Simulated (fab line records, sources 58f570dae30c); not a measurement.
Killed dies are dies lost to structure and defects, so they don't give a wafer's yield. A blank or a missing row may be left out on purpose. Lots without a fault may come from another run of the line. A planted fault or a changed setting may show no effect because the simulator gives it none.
A struck lot beside a sound one | flow berkeley_cmos170 | 14 steps out of a route of 331
Sound: wafers L395.1, L395.3, L395.4. Struck: wafers L400.4, L400.5, L400.6. The cause comes at the end.
At each step with rows: each side's tool, then ch and its chambers, then its first start. Under that, the readings that differ: sound wafers | struck wafers | difference of the means | sigmas: that difference in standard deviations of wafers without a fault.
alike: readings whose means differ by less than 2 such deviations, and words and numbers that are the same on both sides. not compared: withheld readings, readings that some wafer has no value for, bounds like >300 that may hide the same value, and numbers for which the record gives no deviation and whose values overlap.
The two part at a step that has a row with sigmas, a row that says differs or no value, or rows on one side only. Numbers that don't overlap but have no deviation are shown without sigmas and don't part them. A reading that every wafer of one side lacks parts them only if that side has two wafers or more.

first, 1 step without rows for these wafers: UCB170_M2_PRE_CLEAN_00 (preclean etch time 60 s).
UCB170_M2_SPUTTER_01: material Al, target thk 900 nm, time 120 s.
  sound on pvd_sputter-04, day 8 03:22; struck on pvd_sputter-04, day 9 23:31
  alike: throttle_valve_pct
UCB170_M2_RS_MEAS_02: measures by four-point-probe.
  sound on film_metro-02, day 8 03:28; struck on film_metro-04, day 9 23:40
  alike: M2_AL_RS
UCB170_M2_THK_MEAS_03: measures by xrf.
  sound on film_metro-02, day 8 03:35; struck on film_metro-04, day 9 23:45
  alike: M2_AL_THK
then, 3 steps without rows for these wafers: UCB170_M2_HMDS_04 (prime time 60 s); UCB170_M2_COAT_05 (resist thk 900 nm); UCB170_M2_SOFTBAKE_06 (time 60 s).
UCB170_M2_STRIP_07: strips in O2.
  sound on plasma_asher-02 ch 0,1, day 8 05:08; struck on plasma_asher-02 ch 0,1, day 10 00:16
  alike: drypump_motor_current_A, oes_product_au, strip_time_to_endpoint_s
  not compared: rf_hours_counter_h
then, 4 steps without rows for these wafers: UCB170_M2_STRIP_08 (strips KrF in DMSO, time 600 s); UCB170_M2_COAT_09; UCB170_M2_COAT_10 (resist thk 900 nm); UCB170_M2_SOFTBAKE_11 (time 60 s).
UCB170_M2_EXPOSE_12: exposes mask METAL2, target cd 700 nm.
  sound on krf_scanner-01 ch 0, day 8 06:36; struck on krf_scanner-01, day 10 01:01
  no value came back on the struck wafers for exposure_dose_mJ_cm2, focus_offset_nm (nm); on the sound wafers exposure_dose_mJ_cm2 reads 26.00 26.00 26.01
  alike: mask
then, 1 step without rows for these wafers: UCB170_M2_PEB_13.

WHERE THEY PART
Only at UCB170_M2_EXPOSE_12, within this record.

WHY: what the simulator had put in
Skipped step whole: krf_scanner-01, from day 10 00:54 on, at UCB170_M2_EXPOSE_12. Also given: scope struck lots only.
